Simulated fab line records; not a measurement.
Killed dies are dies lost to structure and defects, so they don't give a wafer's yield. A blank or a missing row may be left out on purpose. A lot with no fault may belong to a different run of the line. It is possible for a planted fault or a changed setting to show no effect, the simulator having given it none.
2 desks, one fault    flow berkeley_cmos170    only its own numbers are on each desk; what lay behind them is given at the end

THE TOOL OWNER'S DESK: implanter-04
The tool's own readings at UCB170_NLDD_IMPLANT_09: means of the sampled wafers that have a number, for each lot that ran on this tool. A lot is out of limits, marked OUT, if its mean lies more than 4 standard deviations from the usual mean; the brackets give that distance.
Columns: A = beam_energy_keV at UCB170_NLDD_IMPLANT_09, usual 30.002; B = beam_on_s at UCB170_NLDD_IMPLANT_09, usual 9.99 s; C = dose_ions_cm2 at UCB170_NLDD_IMPLANT_09, usual 5e+13
lot   first seen here  A                         B      C
L112  day 8 22:05      29.992                    9.90   5e+13
L121  day 10 12:20     27.981 (-99 or more) OUT  9.94   5e+13
L124  day 11 14:43     27.990 (-99 or more) OUT  9.99   5e+13
L126  day 11 17:27     27.984 (-99 or more) OUT  10.01  5e+13
This desk finds L121, L124, L126 out of limits, L121 being first, at day 10 12:20 (beam_energy_keV at UCB170_NLDD_IMPLANT_09). L112 stayed within limits.

THE METROLOGY DESK
What the gauges read, lot by lot, whatever tool the lot ran on: means of the sampled wafers that have a number. A lot is out of limits, marked OUT, if its mean lies more than 4 standard deviations from the usual mean; the brackets give that distance.
Columns: A = PLDD_TW at UCB170_PLDD_TW_MEAS_11, usual 1012; B = cd_nm at UCB170_NLDD_CD_MEAS_06, usual 1199.7 nm; C = NLDD_OVL at UCB170_NLDD_OVL_MEAS_07, usual -2 nm
lot   first seen here  A     B       C
L109  day 7 18:56      1020  1201.1  -6
L112  day 8 20:13      1003  1199.4  -3
L121  day 10 10:29     1023  1198.5  0
L124  day 11 12:23     1002  1200.2  4
L128  day 11 15:26     1002  1199.1  2
L126  day 11 15:40     1006  1197.8  -7
L130  day 11 22:19     1004  1199.1  -2
Result from this desk: across the 7 lots, nothing is out of limits.

PUT TOGETHER
The tool owner's desk had the chance to raise an alarm at day 10 12:20 on L121, L124, L126.
At the metrology desk, nothing out of limits was observed.
The metrology desk holds a record of L121, L124, L126, inside its limits.
Every lot named ran UCB170_NLDD_IMPLANT_09 on implanter-04.

WHAT WAS PUT IN BY THE SIMULATOR
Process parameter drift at UCB170_NLDD_IMPLANT_09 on implanter-04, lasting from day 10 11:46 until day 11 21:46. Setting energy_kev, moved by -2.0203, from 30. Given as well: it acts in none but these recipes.
Struck lots among those shown: L121, L124, L126.
Delay in hours, fault start to first out-of-limits reading, by desk: the tool owner's desk at 1.
